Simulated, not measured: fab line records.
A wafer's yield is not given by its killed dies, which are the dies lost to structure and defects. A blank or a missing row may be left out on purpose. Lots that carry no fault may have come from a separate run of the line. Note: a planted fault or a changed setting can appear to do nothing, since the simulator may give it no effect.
Which tool did it?    flow berkeley-cmos170    Sampling: 14 lots, 42 wafers, 4 of 331 route steps

## WHAT THE GAUGES READ, wafer by wafer
UCB170_V1_THK_MEAS_04. Usual: V1_POLISHED_THK gives 1000.1 nm (standard deviation 1.2).
lot   measured      on             V1_POLISHED_THK (nm)  flag
L803  day 8 08:23   film-metro-04  1000.7 1001.0 1002.2  
L806  day 9 12:53   film-metro-04  1000.8 1000.0 1001.6  
L807  day 9 14:14   film-metro-04  1000.5 998.9 1000.5   
L805  day 9 14:32   film-metro-02  999.5 999.0 998.8     
L809  day 9 14:49   film-metro-01  998.5 1000.1 998.0    
L811  day 10 20:56  film-metro-04  999.2 1001.4 997.3    
L815  day 10 22:17  film-metro-01  1000.0 1000.6 1000.5  
L816  day 10 22:34  film-metro-02  1000.0 997.7 1000.4   
L817  day 11 16:51  film-metro-01  1002.6 1001.6 1001.7  
L819  day 12 06:50  film-metro-02  1000.9 1000.0 1001.2  
L820  day 12 08:10  film-metro-01  998.0 999.9 999.1     
L824  day 13 02:25  film-metro-02  1000.7 1001.4 1002.3  
L821  day 13 03:44  film-metro-04  998.4 998.9 999.7     
L825  day 13 13:12  film-metro-04  1000.0 1000.1 999.1   

UCB170_M2_OVL_MEAS_16. Usual: M2_OVL gives -2 nm (standard deviation 5.3).
lot   measured      on          M2_OVL (nm)  flag
L803  day 8 14:37   overlay-01  -2 -6 1      
L806  day 9 17:14   overlay-02  -1 -2 -8     
L807  day 9 18:45   overlay-01  -4 -4 5      
L805  day 9 19:49   overlay-01  -6 -9 -10    
L809  day 9 19:56   overlay-02  -1 -5 -3     
L811  day 11 04:48  overlay-02  1 3 4        
L815  day 11 08:34  overlay-02  -4 -2 -1     
L816  day 11 08:30  overlay-02  7 1 4        
L817  day 11 21:19  overlay-01  -8 0 -11     
L819  day 12 11:52  overlay-02  -2 -4 -7     
L820  day 12 14:25  overlay-02  -8 -14 -8    
L824  day 13 10:56  overlay-02  -8 -4 -8     
L821  day 13 11:05  overlay-02  -2 -5 -6     
L825  day 13 20:15  overlay-02  -4 0 -4      

UCB170_V2_BOW_MEAS_03. Usual: V2_BOW gives 37 um (standard deviation 6.1).
lot   measured      on             V2_BOW (um)  flag
L803  day 8 15:41   film-metro-04  37 27 37     
L806  day 9 18:15   film-metro-03  34 42 34     
L807  day 9 19:58   film-metro-04  44 32 47     
L805  day 9 20:55   film-metro-04  33 34 30     
L809  day 9 21:15   film-metro-03  44 42 32     
L811  day 11 05:52  film-metro-01  37 38 29     
L815  day 11 09:43  film-metro-01  35 43 36     
L816  day 11 09:35  film-metro-03  34 32 41     
L817  day 11 22:20  film-metro-04  41 33 35     
L819  day 12 12:53  film-metro-01  31 47 39     
L820  day 12 15:26  film-metro-04  48 32 28     
L824  day 13 11:56  film-metro-03  41 33 26     
L821  day 13 12:05  film-metro-01  38 38 45     
L825  day 13 21:15  film-metro-04  29 44 28     

## WHAT TOOL EACH LOT RAN ON (gives the tool, then ch and the chambers of the sampled wafers, and finally the start)
lot   UCB170_CONTACT_STRIP_19
L803  plasma-asher-03 ch 0, day 8 02:55
L806  plasma-asher-02 ch 0,1, day 9 08:44
L807  plasma-asher-03 ch 0,1, day 9 09:02
L805  plasma-asher-01 ch 0,1, day 9 09:10
L809  plasma-asher-03 ch 0,1, day 9 09:22
L811  plasma-asher-03 ch 0,1, day 10 15:33
L815  plasma-asher-01 ch 0,1, day 10 17:49
L816  plasma-asher-02 ch 0,1, day 10 18:02
L817  plasma-asher-01 ch 0,1, day 11 11:53
L819  plasma-asher-02 ch 0,1, day 12 02:09
L820  plasma-asher-01 ch 0, day 12 02:25
L824  plasma-asher-02 ch 0,1, day 12 21:51
L821  plasma-asher-01 ch 0,1, day 12 22:17
L825  plasma-asher-02 ch 0,1, day 13 07:02
- UCB170_CONTACT_STRIP_19: strips in O2.

## WHAT THE TOOLS THEMSELVES READ (means of the sampled wafers that have a number; where no wafer has one, the mark that the record gives instead)
UCB170_CONTACT_STRIP_19. Usual: drypump-motor-current-A 5.5 A, standard deviation 0.62; oes-product-au 0.726 a.u., standard deviation 0.0046.
lot   tool             drypump-motor-current-A (A)  oes-product-au (a.u.)  flag
L803  plasma-asher-03  5.1                          0.723                  
L806  plasma-asher-02  5.4                          0.729                  
L807  plasma-asher-03  5.3                          0.724                  
L805  plasma-asher-01  5.2                          0.724                  
L809  plasma-asher-03  5.3                          0.729                  
L811  plasma-asher-03  5.3                          0.725                  
L815  plasma-asher-01  5.4                          0.726                  
L816  plasma-asher-02  6.0                          0.724                  
L817  plasma-asher-01  5.2                          0.728                  
L819  plasma-asher-02  6.0                          0.726                  
L820  plasma-asher-01  5.6                          0.726                  
L824  plasma-asher-02  6.0                          0.725                  
L821  plasma-asher-01  5.2                          0.728                  
L825  plasma-asher-02  5.4                          0.729                  

## THE ANSWER, worked out from the rows above alone
Rule: lot off if the mean of its wafers having a number is beyond 3 standard deviations from the usual mean. A lot without any number at a reading at which 4 lots or more have one is off too. Any other lot the step has rows for is counted as sound. The gauges are gone through in route order, then the tools' own readings, and for those a lot's mean is taken as printed above. At the first step where some lot is off, the reading lying furthest off is the one used; lots without a number count as furthest.
No lot is off at any reading shown: from this, nothing can be told.

## WHAT THE SIMULATOR PUT IN
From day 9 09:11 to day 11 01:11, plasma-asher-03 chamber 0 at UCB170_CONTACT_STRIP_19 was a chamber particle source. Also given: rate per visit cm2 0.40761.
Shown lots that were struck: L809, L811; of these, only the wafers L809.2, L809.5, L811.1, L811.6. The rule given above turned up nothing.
